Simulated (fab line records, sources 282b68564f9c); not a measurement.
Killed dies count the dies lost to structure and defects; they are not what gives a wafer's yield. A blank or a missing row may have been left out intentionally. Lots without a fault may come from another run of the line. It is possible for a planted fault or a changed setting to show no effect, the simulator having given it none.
A lot that was struck, set against a sound lot ; flow rit cmos ; 44 out of 202 route steps
Sound: the wafers L895.1, L895.4, L895.5. The struck wafers were L898.3, L898.4, L898.5. The cause is named last.
Each step with rows lists, per side, the tool, then ch with its chambers, then its first start. Under that, the readings that differ: sound wafers ; struck wafers ; difference of the means ; sigmas: that difference in standard deviations of wafers without a fault.
alike: same words and numbers on both sides, and readings whose means sit less than 2 such deviations apart. not compared: any withheld reading, any reading some wafer has no value for, any bound like >300 that may hide the same value, and any number with overlapping values for which the record gives no deviation.
Wherever a step has rows on one side only, a row that says differs or no value, or a row with sigmas, the two part there. When numbers do not overlap yet have no deviation, they are printed without sigmas and do not part them. Lack of a reading on every wafer of one side parts them only where that side has two or more wafers.

first, 1 step without rows for these wafers: RIT_PRETRO_IMPLANT_08.
RIT_PRETRO_STRIP_09: strips in O2, time 180 s.
  sound on plasma asher-03 ch 1, day 3 19:37; struck on plasma asher-02 ch 0,1, day 4 12:01
reading;sound;struck;difference;sigmas
drypump motor current A (A);6.31 6.29 6.29;5.96 5.76 5.73;-0.48;-3
  not compared: rf hours counter h
RIT_PRETRO_TW_MEAS_10:
  struck on film metro-04, day 4 12:08; sound on film metro-04, day 3 19:48
  alike: PRETRO_TW
then, 5 steps without rows for these wafers: RIT_GATE_WET_ETCH_00 (etches SiO2 in BOE, target depth 56 nm, time 60 s); RIT_GATE_CLEAN_01 (cleans in SC1, time 600 s); RIT_GATE_CLEAN_02 (cleans in dHF, time 30 s); RIT_GATE_CLEAN_03 (cleans in SC2, time 600 s); RIT_GATE_CLEAN_04 (cleans in dHF, time 60 s).
RIT_FOX2_THK_MEAS_91:
  struck on film metro-04, day 4 12:37; sound on film metro-04, day 3 20:16
  alike: FIELD_OXIDE_LEFT_2_THK
then, 2 steps without rows for these wafers: RIT_GATE_OXIDATION_05 (target thk 3 nm, ox time 270 s); RIT_GATE_ANNEAL_06 (time 600 s).
RIT_GATE_THK_MEAS_07:
  struck on film metro-03, day 4 14:01; sound on film metro-03, day 3 21:48
  alike: GATE_OXIDE_THK
RIT_GATE_CVD_08: deposits poly-Si from SiH4, target thk 250 nm, time 2220 s.
  sound on lpcvd-01 ch 1, day 3 23:19; struck on lpcvd-02 ch 1, day 4 14:03
reading;sound;struck;difference;sigmas
model.poly-Si_of_GATE_CVD_08.thk nm (nm);248.6 250.3 250.6;184.2 181.1 183.2;-67.0;
  alike: zone power centre pct
RIT_GATE_THK_MEAS_09:
  struck on film metro-01, day 4 15:41; sound on film metro-04, day 4 00:56
reading;sound;struck;difference;sigmas
GATE_POLY_THK (nm);248.6 250.0 250.7;184.3 180.9 183.4;-66.9;-32
then, 6 steps without rows for these wafers: RIT_GATE_HMDS_10 (prime time 60 s); RIT_GATE_COAT_11 (resist thk 850 nm); RIT_GATE_SOFTBAKE_12 (time 60 s); RIT_GATE_EXPOSE_13 (exposes mask M6, target cd 150 nm); RIT_GATE_PEB_14; RIT_GATE_DEVELOP_15 (develop time 50 s).
RIT_GATE_CD_MEAS_16 targets a cd of 150 nm.
  struck on cd sem-01, day 4 16:44; sound on cd sem-01, day 4 01:51
  alike: cd nm
RIT_GATE_OVL_MEAS_17:
  struck on overlay-02, day 4 16:50; sound on overlay-01, day 4 01:58
  alike: GATE_OVL
then, 1 step without rows for these wafers: RIT_GATE_HARDBAKE_18 (time 60 s).
RIT_GATE_ETCH_19: etches poly-Si in SF6/CHF3/O2, stops on SiO2, time 165 s, target depth 312.5 nm.
  sound on rie si-01 ch 0,1,2, day 4 02:10; struck on rie si-02 ch 0,2,3, day 4 17:07
reading;sound;struck;difference;sigmas
oes product au (a.u.);0.844 0.826 0.830;0.678 0.695 0.690;-0.146;-11
model.etch.depth nm (nm);248.6 250.3 250.6;184.2 181.1 183.2;-67.0;
model.GATE.feature depth nm (nm);248.6 250.3 250.6;184.2 181.1 183.2;-67.0;
  alike: drypump motor current A, he backside leak sccm, throttle valve pct
  not compared: rf hours counter h
RIT_GATE_STRIP_20: strips in O2, time 180 s.
  sound on plasma asher-02 ch 0,1, day 4 02:16; struck on plasma asher-04 ch 0,1, day 4 17:17
  alike: drypump motor current A
  not compared: rf hours counter h
RIT_GATE_CD_MEAS_90 targets a cd of 150 nm.
  struck on cd sem-02, day 4 17:27; sound on cd sem-02, day 4 02:26
  alike: cd nm
then, 4 steps without rows for these wafers: RIT_REOX_CLEAN_00 (cleans in SC1, time 600 s); RIT_REOX_CLEAN_01 (cleans in dHF, time 30 s); RIT_REOX_CLEAN_02 (cleans in SC2, time 600 s); RIT_REOX_OXIDATION_03 (target thk 25.2 nm, ox time 5580 s).
RIT_REOX_THK_MEAS_04:
  struck on film metro-04, day 4 20:32; sound on film metro-01, day 4 05:38
reading;sound;struck;difference;sigmas
REOX_OXIDE_THK (nm);25.0 25.4 25.0;26.3 26.0 26.2;+1.0;+2
then, 6 steps without rows for these wafers: RIT_NLDD_HMDS_00 (prime time 60 s); RIT_NLDD_COAT_01 (resist thk 1000 nm); RIT_NLDD_SOFTBAKE_02 (time 60 s); RIT_NLDD_EXPOSE_03 (exposes mask M7, target cd 40700 nm); RIT_NLDD_PEB_04; RIT_NLDD_DEVELOP_05 (develop time 50 s).
RIT_NLDD_OVL_MEAS_06:
  struck on overlay-02, day 4 21:26; sound on overlay-01, day 4 06:54
  alike: NLDD_OVL
then, 2 steps without rows for these wafers: RIT_NLDD_HARDBAKE_07 (time 60 s); RIT_NLDD_IMPLANT_08.
RIT_NLDD_STRIP_09: strips in O2, time 180 s.
  sound on plasma asher-03 ch 0, day 4 07:14; struck on plasma asher-03 ch 0,1, day 4 21:49
  alike: drypump motor current A
  not compared: rf hours counter h
RIT_NLDD_TW_MEAS_10:
  struck on film metro-03, day 4 21:57; sound on film metro-01, day 4 07:25
reading;sound;struck;difference;sigmas
NLDD_TW;2447 2420 2437;2495 2494 2490;+58;+2
RIT_SDANNEAL_CLEAN_02: cleans in SC2, time 600 s.
  sound on wet bench-02 ch 2, day 4 14:49; struck on wet bench-01 ch 2, day 5 05:27
reading;sound;struck;difference;sigmas
model.poly-Si_of_GATE_CVD_08.thk nm (nm);160.4 163.4 163.5;95.65 94.58 95.22;-67.28;
following that, these wafers have no rows for 1 step: RIT_M1_PROBE_99.

WHERE THEY PART
First at RIT_PRETRO_STRIP_09; last, within this record, at RIT_NLDD_TW_MEAS_10.

WHY: what the simulator had put in
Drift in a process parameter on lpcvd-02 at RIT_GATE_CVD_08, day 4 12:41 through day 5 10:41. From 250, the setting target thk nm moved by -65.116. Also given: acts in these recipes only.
